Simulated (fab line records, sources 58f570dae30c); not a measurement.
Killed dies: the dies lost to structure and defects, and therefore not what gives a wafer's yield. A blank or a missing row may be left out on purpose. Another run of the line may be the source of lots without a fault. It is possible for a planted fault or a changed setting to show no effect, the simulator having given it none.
Which of the tools did it? :: flow berkeley cmos170 :: 7 lots with 21 wafers sampled at 3 steps, on a route of 331 steps

## WHAT THE GAUGES SHOWED, per wafer
UCB170_PVT_TW_MEAS_09.
lot: L705
measured: day 7 00:48
on: film metro-01
PVT_TW: 507.6 507.0 506.5

lot: L707
measured: day 7 00:29
on: film metro-04
PVT_TW: 508.1 509.9 509.2

lot: L711
measured: day 8 03:20
on: film metro-04
PVT_TW: 510.8 508.9 508.0

lot: L714
measured: day 8 17:23
on: film metro-04
PVT_TW: 626.0 624.2 629.7

lot: L722
measured: day 10 18:16
on: film metro-04
PVT_TW: 507.4 506.9 506.7

lot: L724
measured: day 10 18:32
on: film metro-01
PVT_TW: 508.1 508.0 506.0

lot: L725
measured: day 11 05:50
on: film metro-03
PVT_TW: 502.0 503.0 502.7

## TOOL THAT RAN EACH LOT (tool first, then ch and the chambers of the sampled wafers, then the start)
lot: L705
UCB170_ACTIVE_ETCH_15: rie diel-03 ch 0,2, day 5 00:47
UCB170_PVT_IMPLANT_07: implanter-03 ch 0, day 7 00:32

lot: L707
UCB170_ACTIVE_ETCH_15: rie diel-03 ch 0,1,2, day 5 07:59
UCB170_PVT_IMPLANT_07: implanter-03 ch 0, day 7 00:14

lot: L711
UCB170_ACTIVE_ETCH_15: rie diel-01 ch 0,2,3, day 6 13:00
UCB170_PVT_IMPLANT_07: implanter-02 ch 0, day 8 03:05

lot: L714
UCB170_ACTIVE_ETCH_15: rie diel-03 ch 0,1,3, day 7 05:26
UCB170_PVT_IMPLANT_07: implanter-03 ch 0, day 8 16:50

lot: L722
UCB170_ACTIVE_ETCH_15: rie diel-04 ch 1,3, day 8 22:03
UCB170_PVT_IMPLANT_07: implanter-03 ch 0, day 10 18:02

lot: L724
UCB170_ACTIVE_ETCH_15: rie diel-03 ch 0,2, day 8 22:25
UCB170_PVT_IMPLANT_07: implanter-02 ch 0, day 10 18:17

lot: L725
UCB170_ACTIVE_ETCH_15: rie diel-03 ch 0,2, day 9 15:35
UCB170_PVT_IMPLANT_07: implanter-02 ch 0, day 11 05:38
- UCB170_ACTIVE_ETCH_15: etches Si3N4 in CH3F/Ar/O2, stops on SiO2, target depth 242 nm, time 151 s.
- UCB170_PVT_IMPLANT_07

## THE ANSWER, worked out from the rows above alone
Rule: the lots themselves supply what counts as usual. The widest of any qualifying gaps counts: lots, ordered by their means at a reading, are off when they make up no more than a third of the lots, leave a main group of 4 or more, and stand apart from it by 3 or more times the standard deviation of that group's means. The tables above print the reading to a certain number of digits; a main group whose means all agree to those digits is not used. A lot without any number at a reading at which 4 lots or more have one is off too. The other lots that the step has rows for count as sound.
Off: L714, seen at UCB170_PVT_TW_MEAS_09 (PVT_TW). The main group has a mean of 507.0 with a standard deviation of 2.2.
If a tool, at a process step before that reading, ran all the lots that are off and no sound lot after the first of them, it fits. Gauges at UCB170_PVT_TW_MEAS_09: tried the same way as those tools. Of those tried, none fits.

## WHAT THE SIMULATOR PUT IN
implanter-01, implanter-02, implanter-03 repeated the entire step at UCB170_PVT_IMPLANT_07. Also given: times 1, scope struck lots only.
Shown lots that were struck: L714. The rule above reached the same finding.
